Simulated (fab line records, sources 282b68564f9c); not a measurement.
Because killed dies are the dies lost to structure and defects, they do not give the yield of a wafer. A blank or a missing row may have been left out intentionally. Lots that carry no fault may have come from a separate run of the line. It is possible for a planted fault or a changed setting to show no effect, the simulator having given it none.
Comparing a struck lot with a sound one	flow rit_cmos	15 steps out of a route of 202
Sound: these wafers, L714.2, L714.3, L714.5. Wafers L720.3, L720.5, L720.6 were the ones struck. Last of all comes the cause.
For every step that has rows: the tool of each side, followed by ch and its chambers, followed by its first start. Under that, the readings that differ: sound wafers	struck wafers	difference of the means	sigmas: that difference in standard deviations of wafers without a fault.
alike: a reading whose means differ by less than 2 such deviations, as well as words and numbers matching on both sides. not compared: withheld readings; readings where some wafer has no value; bounds like >300 that might hide an equal value; numbers whose values overlap and for which the record gives no deviation.
The two part at a step that has a row with sigmas, a row that says differs or no value, or rows on one side only. Numbers that don't overlap but have no deviation are shown without sigmas and don't part them. Lack of a reading on every wafer of one side parts them only where that side has two or more wafers.

first, 1 step without rows for these wafers: RIT_CONTACT_CLEAN_14 (cleans in SC2, time 600 s).
RIT_M1_SPUTTER_00: material Al, target thk 400 nm, time 500 s.
  sound on pvd_sputter-02 at day 5 07:22; struck on pvd_sputter-03 at day 6 13:17
  alike: throttle_valve_pct
RIT_M1_RS_MEAS_01: measures by four-point-probe.
  sound on film_metro-02 at day 5 07:40; struck on film_metro-01 at day 6 13:37
  alike: M1_AL_RS
RIT_M1_THK_MEAS_02: measures by xrf.
  sound on film_metro-02 at day 5 07:47; struck on film_metro-01 at day 6 13:43
  alike: M1_AL_THK
then, 6 steps without rows for these wafers: RIT_M1_HMDS_03 (prime time 60 s); RIT_M1_COAT_04 (resist thk 1312 nm); RIT_M1_SOFTBAKE_05 (time 60 s); RIT_M1_EXPOSE_06 (exposes mask M12, target cd 2600 nm); RIT_M1_PEB_07; RIT_M1_DEVELOP_08 (develop time 68 s).
RIT_M1_CD_MEAS_09: the cd target is 2600 nm.
  sound on cd_sem-01 at day 5 08:44; struck on cd_sem-01 at day 6 15:02
  alike: cd_nm
RIT_M1_OVL_MEAS_10:
  sound on overlay-02 at day 5 08:50; struck on overlay-01 at day 6 15:08
  alike: M1_OVL
RIT_M1_HARDBAKE_11: time 120 s.
  sound on litho_track-02 ch 0, day 5 08:55; struck on litho_track-02 ch 0, day 6 15:14
reading	sound	struck	difference	sigmas
heater_power_total_W (W)	52.04 52.02 51.96	51.62 51.48 51.53	-0.46	-8
plate_temp_C (C)	140.00 139.96 139.88	138.96 138.94 138.99	-0.98	-7
RIT_M1_METAL_ETCH_12: etches Al in Cl2/BCl3, stops on SiO2, time 165 s, target depth 600 nm.
  sound on rie_metal-04 ch 0,1, day 5 09:07; struck on rie_metal-04 ch 0,1, day 6 15:28
  alike: drypump_motor_current_A, oes_product_au, throttle_valve_pct
  not compared: rf_hours_counter_h
RIT_M1_PROBE_99:
  sound on prober-01 at day 5 11:25; struck on prober-01 at day 6 18:28
  alike: defect_limited_yield, killed_at_M0_to_M3, killed_at_contacts, killed_at_front_end, killed_dies, killed_open, killed_short, sort_bin_3_pad_short, sort_bin_5_function, sort_bin_6_memory, sort_n_pass, sort_yield_pct

== WHERE THEY PART ==
At RIT_M1_HARDBAKE_11 and nowhere else, as far as this record goes. Later steps at which nothing parts them and some readings are alike: RIT_M1_METAL_ETCH_12, RIT_M1_PROBE_99.

WHY: what the simulator had put in
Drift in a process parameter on litho_track-02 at RIT_M1_HARDBAKE_11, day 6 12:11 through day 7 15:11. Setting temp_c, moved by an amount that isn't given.
